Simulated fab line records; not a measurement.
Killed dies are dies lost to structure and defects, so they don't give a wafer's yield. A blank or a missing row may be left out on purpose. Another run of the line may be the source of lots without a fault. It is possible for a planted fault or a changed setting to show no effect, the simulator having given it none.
The tool behind it: which one?	flow berkeley-cmos170	21 wafers from 7 lots sampled at 3 of the route's 331 steps

WHAT THE GAUGES READ, wafer by wafer
UCB170_V2_CD_MEAS_12: the cd target is 700 nm.
lot	measured	on	cd-nm (nm)
L126	day 8 04:32	cd-sem-02	700.1 700.6 700.0
L130	day 8 17:48	cd-sem-01	699.0 700.1 699.8
L131	day 8 23:01	cd-sem-01	700.4 700.2 700.1
L133	day 9 21:10	cd-sem-02	699.0 697.5 698.3
L137	day 10 10:39	cd-sem-01	701.2 700.9 700.1
L142	day 11 21:40	cd-sem-02	703.0 700.6 703.4
L143	day 11 22:23	cd-sem-02	703.6 702.7 703.9

EACH LOT AND THE TOOL THAT RAN IT (in order: tool; ch and the chambers of the sampled wafers; start)
lot	UCB170_M2_STRIP_07	UCB170_V2_SOFTBAKE_08
L126	plasma-asher-01 ch 0,1, day 8 00:23	litho-track-01 ch 0, day 8 03:43
L130	plasma-asher-04 ch 0,1, day 8 13:22	litho-track-01 ch 0, day 8 17:09
L131	plasma-asher-03 ch 0,1, day 8 18:32	litho-track-01 ch 0, day 8 22:07
L133	plasma-asher-03 ch 0,1, day 9 16:39	litho-track-01 ch 0, day 9 20:38
L137	plasma-asher-01 ch 0,1, day 10 05:01	litho-track-01 ch 0, day 10 09:13
L142	plasma-asher-01 ch 0, day 11 17:09	litho-track-01 ch 0, day 11 20:50
L143	plasma-asher-03 ch 1, day 11 17:42	litho-track-04 ch 0, day 11 21:32
- UCB170_M2_STRIP_07: strips in O2.
- UCB170_V2_SOFTBAKE_08: time 60 s.

THE ANSWER, worked out from the rows above alone
Rule: usual is defined by the lots themselves. Put in order of their means at a reading, lots are off if they are a third of the lots or fewer, leave a main group of 4 or more, and stand apart from it by a gap of 3 or more times the standard deviation of the main group's means; of several such gaps the widest counts. If all means in a main group match to the digits the tables above print for the reading, that group is not used. Also off: a lot with no number at a reading for which 4 or more lots have one. Any other lot the step has rows for is counted as sound.
No lot is off on any of the readings shown, so nothing can be concluded from this.

WHAT THE SIMULATOR HAD INSERTED
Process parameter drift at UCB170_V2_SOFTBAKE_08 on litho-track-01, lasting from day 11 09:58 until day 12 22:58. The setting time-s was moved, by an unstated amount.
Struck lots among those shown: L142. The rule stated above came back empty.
